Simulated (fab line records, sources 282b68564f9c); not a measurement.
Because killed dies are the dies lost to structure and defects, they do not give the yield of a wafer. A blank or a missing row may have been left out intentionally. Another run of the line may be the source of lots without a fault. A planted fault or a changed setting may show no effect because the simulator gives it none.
A sampling plan put to the test || flow rit-cmos || one line in one fab, 32 faults in these records, each fault weighed on the records of the lots it struck
Plan = the line's own looks (route steps where a gauge or an inspection reads the wafer without altering it). A look is open to judgement when struck wafers have a number at it and the file gives its usual mean and standard deviation on fault-free wafers. Caught: 4 or more of those standard deviations (sigma) separate the usual mean from the mean of the struck wafers at a look after the fault's first step. On the tool: the same test on the tool's own readings at the fault's steps. A different recipe on the struck wafers counts as caught too, as does a record blank only for those wafers.

== THE FAULTS, as the simulator had put them in ==
1. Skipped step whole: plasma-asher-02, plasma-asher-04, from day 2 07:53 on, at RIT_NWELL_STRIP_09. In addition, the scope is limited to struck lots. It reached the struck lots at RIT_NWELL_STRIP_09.
2. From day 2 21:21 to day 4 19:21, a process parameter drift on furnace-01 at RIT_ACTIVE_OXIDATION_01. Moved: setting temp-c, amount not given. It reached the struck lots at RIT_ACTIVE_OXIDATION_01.
3. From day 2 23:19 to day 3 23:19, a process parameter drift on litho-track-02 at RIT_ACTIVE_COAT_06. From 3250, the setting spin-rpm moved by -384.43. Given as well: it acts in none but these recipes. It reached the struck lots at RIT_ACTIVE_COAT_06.
4. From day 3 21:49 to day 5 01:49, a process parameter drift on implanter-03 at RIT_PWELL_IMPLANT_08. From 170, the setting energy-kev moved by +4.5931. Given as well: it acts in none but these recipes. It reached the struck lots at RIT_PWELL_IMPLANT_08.
5. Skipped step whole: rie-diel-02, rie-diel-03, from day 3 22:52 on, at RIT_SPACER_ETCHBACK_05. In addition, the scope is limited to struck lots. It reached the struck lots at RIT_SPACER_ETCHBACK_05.
6. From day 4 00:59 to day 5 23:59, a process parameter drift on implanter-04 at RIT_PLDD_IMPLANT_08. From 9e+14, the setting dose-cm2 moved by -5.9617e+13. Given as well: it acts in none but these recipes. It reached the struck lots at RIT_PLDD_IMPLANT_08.
7. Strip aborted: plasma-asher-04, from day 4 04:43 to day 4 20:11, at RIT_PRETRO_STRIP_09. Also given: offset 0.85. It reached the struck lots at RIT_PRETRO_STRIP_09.
8. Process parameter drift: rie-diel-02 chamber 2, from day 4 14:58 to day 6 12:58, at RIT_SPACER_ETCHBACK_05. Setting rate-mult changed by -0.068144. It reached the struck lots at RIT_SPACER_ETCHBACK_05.
9. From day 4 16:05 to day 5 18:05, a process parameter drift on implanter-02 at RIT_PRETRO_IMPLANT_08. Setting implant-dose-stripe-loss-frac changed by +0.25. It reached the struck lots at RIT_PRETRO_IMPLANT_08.
10. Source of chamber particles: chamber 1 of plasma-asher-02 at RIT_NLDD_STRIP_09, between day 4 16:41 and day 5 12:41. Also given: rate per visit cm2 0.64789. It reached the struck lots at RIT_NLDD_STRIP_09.
11. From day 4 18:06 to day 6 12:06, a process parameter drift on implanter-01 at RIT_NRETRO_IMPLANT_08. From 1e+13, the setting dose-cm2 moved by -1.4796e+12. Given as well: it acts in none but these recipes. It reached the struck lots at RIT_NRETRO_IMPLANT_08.
12. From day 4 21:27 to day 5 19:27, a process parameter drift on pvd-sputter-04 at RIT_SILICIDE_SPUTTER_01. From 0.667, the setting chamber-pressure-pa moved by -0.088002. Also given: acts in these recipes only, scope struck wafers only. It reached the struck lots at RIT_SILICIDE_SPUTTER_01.
13. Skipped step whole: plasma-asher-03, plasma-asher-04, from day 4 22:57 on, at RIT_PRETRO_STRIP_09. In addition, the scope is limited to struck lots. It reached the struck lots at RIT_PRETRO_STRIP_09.
14. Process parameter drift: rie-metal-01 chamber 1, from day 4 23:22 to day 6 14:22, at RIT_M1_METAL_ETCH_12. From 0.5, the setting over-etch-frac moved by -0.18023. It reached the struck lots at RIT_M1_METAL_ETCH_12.
15. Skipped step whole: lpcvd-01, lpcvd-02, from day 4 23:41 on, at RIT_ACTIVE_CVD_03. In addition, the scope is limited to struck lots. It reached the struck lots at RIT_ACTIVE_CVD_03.
16. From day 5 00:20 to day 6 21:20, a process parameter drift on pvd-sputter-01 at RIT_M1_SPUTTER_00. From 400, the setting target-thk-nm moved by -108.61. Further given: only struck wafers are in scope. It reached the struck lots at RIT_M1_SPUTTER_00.
17. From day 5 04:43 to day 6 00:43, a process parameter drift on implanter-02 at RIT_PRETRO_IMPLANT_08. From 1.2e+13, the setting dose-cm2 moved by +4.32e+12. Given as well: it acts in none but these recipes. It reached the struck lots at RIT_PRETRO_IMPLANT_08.
18. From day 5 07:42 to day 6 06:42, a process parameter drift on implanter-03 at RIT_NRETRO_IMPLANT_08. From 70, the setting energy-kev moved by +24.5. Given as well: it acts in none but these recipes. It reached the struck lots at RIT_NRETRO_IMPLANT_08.
19. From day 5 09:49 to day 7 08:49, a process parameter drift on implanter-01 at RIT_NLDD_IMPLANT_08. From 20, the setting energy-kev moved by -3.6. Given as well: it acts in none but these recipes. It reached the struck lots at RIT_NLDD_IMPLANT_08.
20. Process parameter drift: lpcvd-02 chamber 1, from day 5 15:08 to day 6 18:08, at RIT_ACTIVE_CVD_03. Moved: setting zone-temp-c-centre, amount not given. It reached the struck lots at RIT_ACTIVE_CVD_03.
21. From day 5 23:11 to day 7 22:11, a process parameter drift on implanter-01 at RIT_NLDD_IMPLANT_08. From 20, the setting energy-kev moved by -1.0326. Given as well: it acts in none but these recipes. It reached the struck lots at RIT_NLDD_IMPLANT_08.
22. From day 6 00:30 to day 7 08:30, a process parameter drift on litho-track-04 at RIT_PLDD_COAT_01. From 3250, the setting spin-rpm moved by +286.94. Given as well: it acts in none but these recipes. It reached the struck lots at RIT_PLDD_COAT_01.
23. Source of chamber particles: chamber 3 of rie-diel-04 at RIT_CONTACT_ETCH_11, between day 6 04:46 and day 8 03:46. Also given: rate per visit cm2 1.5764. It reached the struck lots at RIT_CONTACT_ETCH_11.
24. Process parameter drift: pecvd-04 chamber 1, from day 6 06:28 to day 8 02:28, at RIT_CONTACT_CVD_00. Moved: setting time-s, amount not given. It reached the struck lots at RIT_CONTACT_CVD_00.
25. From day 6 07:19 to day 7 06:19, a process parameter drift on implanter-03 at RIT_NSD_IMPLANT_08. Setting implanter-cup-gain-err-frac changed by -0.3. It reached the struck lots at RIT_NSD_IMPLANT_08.
26. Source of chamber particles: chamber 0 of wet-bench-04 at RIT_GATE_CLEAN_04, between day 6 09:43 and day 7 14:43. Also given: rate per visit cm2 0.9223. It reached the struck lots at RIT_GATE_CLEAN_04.
27. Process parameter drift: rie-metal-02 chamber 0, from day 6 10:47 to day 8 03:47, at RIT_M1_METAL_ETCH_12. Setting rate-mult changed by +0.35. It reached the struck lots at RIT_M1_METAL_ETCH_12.
28. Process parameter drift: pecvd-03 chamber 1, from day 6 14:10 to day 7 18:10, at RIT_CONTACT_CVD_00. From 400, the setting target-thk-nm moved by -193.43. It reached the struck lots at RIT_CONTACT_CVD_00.
29. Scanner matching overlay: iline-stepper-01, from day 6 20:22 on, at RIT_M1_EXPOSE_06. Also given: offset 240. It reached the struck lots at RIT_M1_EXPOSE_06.
30. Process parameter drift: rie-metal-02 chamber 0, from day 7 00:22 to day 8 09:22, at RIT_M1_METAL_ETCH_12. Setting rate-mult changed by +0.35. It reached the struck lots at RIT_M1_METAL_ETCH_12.
31. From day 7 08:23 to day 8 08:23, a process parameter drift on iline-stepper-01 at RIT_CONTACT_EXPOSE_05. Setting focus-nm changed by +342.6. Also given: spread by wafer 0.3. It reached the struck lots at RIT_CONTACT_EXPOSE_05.
32. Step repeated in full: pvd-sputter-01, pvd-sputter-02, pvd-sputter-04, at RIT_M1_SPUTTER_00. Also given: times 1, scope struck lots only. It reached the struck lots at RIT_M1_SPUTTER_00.

== WHAT THE PLAN SAW ==
{"fault": 1, "on the tool itself": "the tool's record is blank for the struck wafers", "first look that catches it": "RIT_PWELL_TW_MEAS_10", "reading, sigma": "PWELL_TW -99 or beyond", "median hours from its first step to that look": 1.9, "hours from the fault's start to the first struck lot there": 3, "judged looks passed uncaught": 0}
{"fault": 2, "on the tool itself": "tube-center-temp-C -99 or beyond sigma", "first look that catches it": "RIT_ACTIVE_THK_MEAS_02", "reading, sigma": "ACTIVE_OXIDE_THK -21", "median hours from its first step to that look": 1.9, "hours from the fault's start to the first struck lot there": 10, "judged looks passed uncaught": 0}
{"fault": 3, "on the tool itself": "spin-speed-rpm -99 or beyond sigma", "first look that catches it": "not the one look that can be judged after it", "reading, sigma": "strongest: cd-nm at RIT_ACTIVE_CD_MEAS_11, +2.1", "median hours from its first step to that look": "-", "hours from the fault's start to the first struck lot there": "-", "judged looks passed uncaught": 1}
{"fault": 4, "on the tool itself": "beam-energy-keV +85 sigma", "first look that catches it": "no look after it can be judged", "reading, sigma": "-", "median hours from its first step to that look": "-", "hours from the fault's start to the first struck lot there": "-", "judged looks passed uncaught": 0}
{"fault": 5, "on the tool itself": "the tool's record is blank for the struck wafers", "first look that catches it": "no look after it can be judged", "reading, sigma": "-", "median hours from its first step to that look": "-", "hours from the fault's start to the first struck lot there": "-", "judged looks passed uncaught": 0}
{"fault": 6, "on the tool itself": "dose-ions-cm2 -62 sigma", "first look that catches it": "RIT_SDANNEAL_RS_MEAS_06", "reading, sigma": "PLDD_RS +14", "median hours from its first step to that look": 6.7, "hours from the fault's start to the first struck lot there": 8, "judged looks passed uncaught": 1}
{"fault": 7, "on the tool itself": "run-length-s -99 or beyond sigma", "first look that catches it": "no look after it can be judged", "reading, sigma": "-", "median hours from its first step to that look": "-", "hours from the fault's start to the first struck lot there": "-", "judged looks passed uncaught": 0}
{"fault": 8, "on the tool itself": "under 2 sigma", "first look that catches it": "none of the 7 looks that can be judged after it", "reading, sigma": "-", "median hours from its first step to that look": "-", "hours from the fault's start to the first struck lot there": "-", "judged looks passed uncaught": 7}
{"fault": 9, "on the tool itself": "under 2 sigma", "first look that catches it": "none of the 7 looks that can be judged after it", "reading, sigma": "-", "median hours from its first step to that look": "-", "hours from the fault's start to the first struck lot there": "-", "judged looks passed uncaught": 7}
{"fault": 10, "on the tool itself": "under 2 sigma", "first look that catches it": "no look after it can be judged", "reading, sigma": "-", "median hours from its first step to that look": "-", "hours from the fault's start to the first struck lot there": "-", "judged looks passed uncaught": 0}
{"fault": 11, "on the tool itself": "dose-ions-cm2 -99 or beyond sigma", "first look that catches it": "RIT_NRETRO_TW_MEAS_10", "reading, sigma": "NRETRO_TW -8.5", "median hours from its first step to that look": 0.3, "hours from the fault's start to the first struck lot there": 6, "judged looks passed uncaught": 0}
{"fault": 12, "on the tool itself": "chamber-pressure-pa -68 sigma", "first look that catches it": "RIT_SILICIDE_RS_MEAS_02", "reading, sigma": "SILICIDE_TI_RS -18", "median hours from its first step to that look": 0.2, "hours from the fault's start to the first struck lot there": 6, "judged looks passed uncaught": 0}
{"fault": 13, "on the tool itself": "the tool's record is blank for the struck wafers", "first look that catches it": "no look after it can be judged", "reading, sigma": "-", "median hours from its first step to that look": "-", "hours from the fault's start to the first struck lot there": "-", "judged looks passed uncaught": 0}
{"fault": 14, "on the tool itself": "oes-product-au +4.3 sigma", "first look that catches it": "no look after it can be judged", "reading, sigma": "-", "median hours from its first step to that look": "-", "hours from the fault's start to the first struck lot there": "-", "judged looks passed uncaught": 0}
{"fault": 15, "on the tool itself": "the tool's record is blank for the struck wafers", "first look that catches it": "no look after it can be judged", "reading, sigma": "-", "median hours from its first step to that look": "-", "hours from the fault's start to the first struck lot there": "-", "judged looks passed uncaught": 0}
{"fault": 16, "on the tool itself": "under 2 sigma", "first look that catches it": "RIT_M1_RS_MEAS_01", "reading, sigma": "M1_AL_RS +49", "median hours from its first step to that look": 0.3, "hours from the fault's start to the first struck lot there": 6, "judged looks passed uncaught": 0}
{"fault": 17, "on the tool itself": "dose-ions-cm2 +99 or beyond sigma", "first look that catches it": "RIT_PRETRO_TW_MEAS_10", "reading, sigma": "PRETRO_TW +10", "median hours from its first step to that look": 0.3, "hours from the fault's start to the first struck lot there": 3, "judged looks passed uncaught": 0}
{"fault": 18, "on the tool itself": "beam-energy-keV +99 or beyond sigma", "first look that catches it": "RIT_NRETRO_TW_MEAS_10", "reading, sigma": "NRETRO_TW +11", "median hours from its first step to that look": 0.3, "hours from the fault's start to the first struck lot there": 7, "judged looks passed uncaught": 0}
{"fault": 19, "on the tool itself": "beam-energy-keV -99 or beyond sigma", "first look that catches it": "RIT_NLDD_TW_MEAS_10", "reading, sigma": "NLDD_TW -6.3", "median hours from its first step to that look": 0.3, "hours from the fault's start to the first struck lot there": 2, "judged looks passed uncaught": 0}
{"fault": 20, "on the tool itself": "spike-tc-centre-C +20 sigma", "first look that catches it": "RIT_ACTIVE_THK_MEAS_04", "reading, sigma": "ACTIVE_NITRIDE_THK +17", "median hours from its first step to that look": 1.4, "hours from the fault's start to the first struck lot there": 17, "judged looks passed uncaught": 0}
{"fault": 21, "on the tool itself": "beam-energy-keV -99 or beyond sigma", "first look that catches it": "no look after it can be judged", "reading, sigma": "-", "median hours from its first step to that look": "-", "hours from the fault's start to the first struck lot there": "-", "judged looks passed uncaught": 0}
{"fault": 22, "on the tool itself": "spin-speed-rpm +99 or beyond sigma", "first look that catches it": "not the one look that can be judged after it", "reading, sigma": "-", "median hours from its first step to that look": "-", "hours from the fault's start to the first struck lot there": "-", "judged looks passed uncaught": 1}
{"fault": 23, "on the tool itself": "under 2 sigma", "first look that catches it": "no look after it can be judged", "reading, sigma": "-", "median hours from its first step to that look": "-", "hours from the fault's start to the first struck lot there": "-", "judged looks passed uncaught": 0}
{"fault": 24, "on the tool itself": "run-length-s +74 sigma", "first look that catches it": "RIT_CONTACT_THK_MEAS_01", "reading, sigma": "CONTACT_TEOS_THK +45", "median hours from its first step to that look": 0.1, "hours from the fault's start to the first struck lot there": 6, "judged looks passed uncaught": 0}
{"fault": 25, "on the tool itself": "beam-on-s +22 sigma", "first look that catches it": "RIT_NSD_TW_MEAS_10", "reading, sigma": "NSD_TW +7.9", "median hours from its first step to that look": 0.3, "hours from the fault's start to the first struck lot there": 2, "judged looks passed uncaught": 0}
{"fault": 26, "on the tool itself": "no reading that can be judged", "first look that catches it": "none of the 3 looks that can be judged after it", "reading, sigma": "-", "median hours from its first step to that look": "-", "hours from the fault's start to the first struck lot there": "-", "judged looks passed uncaught": 3}
{"fault": 27, "on the tool itself": "under 2 sigma", "first look that catches it": "RIT_M1_CD_MEAS_90", "reading, sigma": "cd-nm -4.1", "median hours from its first step to that look": 0.5, "hours from the fault's start to the first struck lot there": 6, "judged looks passed uncaught": 0}
{"fault": 28, "on the tool itself": "under 2 sigma", "first look that catches it": "RIT_CONTACT_THK_MEAS_01", "reading, sigma": "CONTACT_TEOS_THK -38", "median hours from its first step to that look": 0.1, "hours from the fault's start to the first struck lot there": 7, "judged looks passed uncaught": 0}
{"fault": 29, "on the tool itself": "under 2 sigma", "first look that catches it": "RIT_M1_OVL_MEAS_10", "reading, sigma": "M1_OVL +99 or beyond", "median hours from its first step to that look": 0.5, "hours from the fault's start to the first struck lot there": 5, "judged looks passed uncaught": 0}
{"fault": 30, "on the tool itself": "under 2 sigma", "first look that catches it": "RIT_M1_CD_MEAS_90", "reading, sigma": "cd-nm -4.5", "median hours from its first step to that look": 0.5, "hours from the fault's start to the first struck lot there": 8, "judged looks passed uncaught": 0}
{"fault": 31, "on the tool itself": "exposure-dose-mJ-cm2 -4.6 sigma", "first look that catches it": "RIT_CONTACT_CD_MEAS_08", "reading, sigma": "cd-nm +5.4", "median hours from its first step to that look": 0.5, "hours from the fault's start to the first struck lot there": 15, "judged looks passed uncaught": 0}
{"fault": 32, "on the tool itself": "under 2 sigma", "first look that catches it": "RIT_M1_RS_MEAS_01", "reading, sigma": "M1_AL_RS -66", "median hours from its first step to that look": 0.8, "hours from the fault's start to the first struck lot there": "-", "judged looks passed uncaught": 0}
Dash: fault not caught, or number not given in these records.

Caught at a look: 18 of 32. Caught on the tool: 21 of 32. By one or the other: 27 of 32.
Caught on the tool alone: faults 3, 4, 5, 7, 13, 14, 15, 21, 22.
Caught at a look alone: faults 16, 27, 28, 29, 30, 32.
Caught by neither: faults 8, 9, 10, 23, 26.

== THINNER SAMPLING ==
If the look that catches a fault measured only every second or every third lot, by lot number, the first struck lot would be measured this late in the worst case:
{"fault": 1, "struck lots at that look, in order of time": "L494, L495, L496", "every lot": "3 h", "every second lot": "6 h", "every third lot": "15 h"}
{"fault": 2, "struck lots at that look, in order of time": "L502, L503, L504", "every lot": "10 h", "every second lot": "13 h", "every third lot": "18 h"}
{"fault": 6, "struck lots at that look, in order of time": "L809, L811, L812", "every lot": "8 h", "every second lot": "27 h", "every third lot": "may miss all 3"}
{"fault": 11, "struck lots at that look, in order of time": "L335, L337", "every lot": "6 h", "every second lot": "may miss all 2", "every third lot": "may miss all 2"}
{"fault": 12, "struck lots at that look, in order of time": "L853, L855", "every lot": "6 h", "every second lot": "may miss all 2", "every third lot": "may miss all 2"}
{"fault": 16, "struck lots at that look, in order of time": "L894, L895, L897", "every lot": "6 h", "every second lot": "15 h", "every third lot": "may miss all 3"}
{"fault": 17, "struck lots at that look, in order of time": "L270, L271", "every lot": "3 h", "every second lot": "9 h", "every third lot": "may miss all 2"}
{"fault": 18, "struck lots at that look, in order of time": "L801, L802", "every lot": "7 h", "every second lot": "15 h", "every third lot": "may miss all 2"}
{"fault": 19, "struck lots at that look, in order of time": "L371, L372, L373", "every lot": "2 h", "every second lot": "6 h", "every third lot": "12 h"}
{"fault": 20, "struck lots at that look, in order of time": "L110", "every lot": "17 h", "every second lot": "may miss it", "every third lot": "may miss it"}
{"fault": 24, "struck lots at that look, in order of time": "L542, L545", "every lot": "6 h", "every second lot": "25 h", "every third lot": "may miss all 2"}
{"fault": 25, "struck lots at that look, in order of time": "L380, L381", "every lot": "2 h", "every second lot": "11 h", "every third lot": "may miss all 2"}
{"fault": 27, "struck lots at that look, in order of time": "L697, L699", "every lot": "6 h", "every second lot": "may miss all 2", "every third lot": "may miss all 2"}
{"fault": 28, "struck lots at that look, in order of time": "L602, L605", "every lot": "7 h", "every second lot": "24 h", "every third lot": "may miss all 2"}
{"fault": 29, "struck lots at that look, in order of time": "L378, L381, L382, L383", "every lot": "5 h", "every second lot": "22 h", "every third lot": "30 h"}
{"fault": 30, "struck lots at that look, in order of time": "L222, L225", "every lot": "8 h", "every second lot": "22 h", "every third lot": "may miss all 2"}
{"fault": 31, "struck lots at that look, in order of time": "L757", "every lot": "15 h", "every second lot": "may miss it", "every third lot": "may miss it"}
Hours are from the fault's start to the first struck lot that is measured. The test against the limit of 4 sigma pooled every struck wafer, which means one lot taken alone may stay below that limit. Other struck lots may not be in these records.

== THE LONGEST TIMED WAY FROM STEP TO LOOK ==
In fault 6, a median of 6.7 hours elapses between RIT_PLDD_IMPLANT_08 and RIT_SDANNEAL_RS_MEAS_06. The look between them that can be judged stayed within 4 sigma: RIT_PLDD_TW_MEAS_10.
